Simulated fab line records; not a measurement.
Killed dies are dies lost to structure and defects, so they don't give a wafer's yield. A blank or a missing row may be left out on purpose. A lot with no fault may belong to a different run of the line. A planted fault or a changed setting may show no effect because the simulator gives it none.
Lot-split experiment + flow berkeley-cmos170 + 5 lots, 23 wafers read, on a route of 331 steps

ON THE SPLIT
At UCB170_ZERO_COAT_01 (resist thk 900 nm), the setting spin-rpm was moved away from the recipe's 1500 rpm on 4 of the 23 wafers read, by -5.5% to +6.1%. For the rest of the wafers, this setting stayed at what the recipe calls for.

The reading is taken at the split's own step.

THE READING
KrF_of_ZERO_COAT_01.thk-nm (the simulator's own value, which no gauge read), in nm, at UCB170_ZERO_COAT_01 (resist thk 900 nm). The file does not state a usual value for it. The 19 wafers here that ran the recipe average 899.9 nm, standard deviation 3.6 nm.

| wafer  | tool, chamber at the split | spin-rpm as run, rpm | against the recipe | KrF_of_ZERO_COAT_01.thk-nm, nm | against lot-mates on the recipe |
|--------|----------------------------|----------------------|--------------------|--------------------------------|---------------------------------|
| L074.1 | litho-track-03, 0          | 1500                 | recipe             | 904                            | -                               |
| L074.3 | litho-track-03, 0          | 1500                 | recipe             | 904                            | -                               |
| L074.4 | litho-track-03, 0          | 1500                 | recipe             | 904.9                          | -                               |
| L074.5 | litho-track-03, 0          | 1500                 | recipe             | 903.5                          | -                               |
| L074.6 | litho-track-03, 0          | 1500                 | recipe             | 908.6                          | -                               |
| L076.3 | litho-track-02, 0          | 1500                 | recipe             | 898.1                          | -                               |
| L076.5 | litho-track-02, 0          | 1500                 | recipe             | 902.2                          | -                               |
| L076.6 | litho-track-02, 0          | 1500                 | recipe             | 897.6                          | -                               |
| L078.2 | litho-track-02, 0          | 1500                 | recipe             | 900.3                          | -                               |
| L078.3 | litho-track-02, 0          | 1500                 | recipe             | 899.1                          | -                               |
| L078.4 | litho-track-02, 0          | 1500                 | recipe             | 897.8                          | -                               |
| L078.5 | litho-track-02, 0          | 1500                 | recipe             | 894.5                          | -                               |
| L078.6 | litho-track-02, 0          | 1500                 | recipe             | 897.1                          | -                               |
| L079.2 | litho-track-04, 0          | 1500                 | recipe             | 898.1                          | -                               |
| L079.3 | litho-track-04, 0          | 1500                 | recipe             | 896.3                          | -                               |
| L079.4 | litho-track-04, 0          | 1592                 | +6.1%              | 871.7                          | -25.1                           |
| L079.5 | litho-track-04, 0          | 1592                 | +6.1%              | 868.8                          | -28.0                           |
| L079.6 | litho-track-04, 0          | 1500                 | recipe             | 896                            | -                               |
| L082.1 | litho-track-04, 0          | 1500                 | recipe             | 899.5                          | -                               |
| L082.3 | litho-track-04, 0          | 1417                 | -5.5%              | 923.4                          | +24.8                           |
| L082.4 | litho-track-04, 0          | 1500                 | recipe             | 898.6                          | -                               |
| L082.5 | litho-track-04, 0          | 1417                 | -5.5%              | 924.7                          | +26.1                           |
| L082.6 | litho-track-04, 0          | 1500                 | recipe             | 897.8                          | -                               |

FIT RESULTS
A straight line over all 23 wafers: KrF_of_ZERO_COAT_01.thk-nm changes by -4.62 nm for each +1% of spin-rpm; r = -0.96; the points scatter about the line by 3.5 nm.
The same after taking each lot's own level away (the mean of its wafers on the recipe; 23 wafers): -4.45 nm for each +1%; r = -0.99; scatter 1.7 nm.
The reading moves by 27 nm for the largest change in spin-rpm, on that fit.
The span of the lots' own levels, 896.80 to 905.00 nm, comes to 2.3 times the standard deviation stated above.
The two slopes agree, so the slope changes little with the lot-to-lot level.
Check: -28.1 nm against its lot-mates is what the line predicts for one of the wafers moved furthest among these (+6.1%) when that wafer is left out of the fit. It came out at -25.1 nm against them.

THE WHOLE CHAIN: every reading that the file lists as answering this split, in the file's order
| step                 | what it does      | reading                                                                     | change (the file's fit)              | r (the file's) |
|----------------------|-------------------|-----------------------------------------------------------------------------|--------------------------------------|----------------|
| UCB170_ZERO_COAT_01  | resist thk 900 nm | KrF_of_ZERO_COAT_01.thk-nm (the simulator's own value, which no gauge read) | -4.44 nm for each +1% of the setting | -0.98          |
| UCB170_ZERO_STRIP_07 | strips in O2      | strip-time-to-endpoint-s                                                    | withheld for each +1% of the setting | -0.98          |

THE FILE'S OWN FIT
KrF_of_ZERO_COAT_01.thk-nm changes by -4.44 nm for each +1% of spin-rpm, r = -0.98.
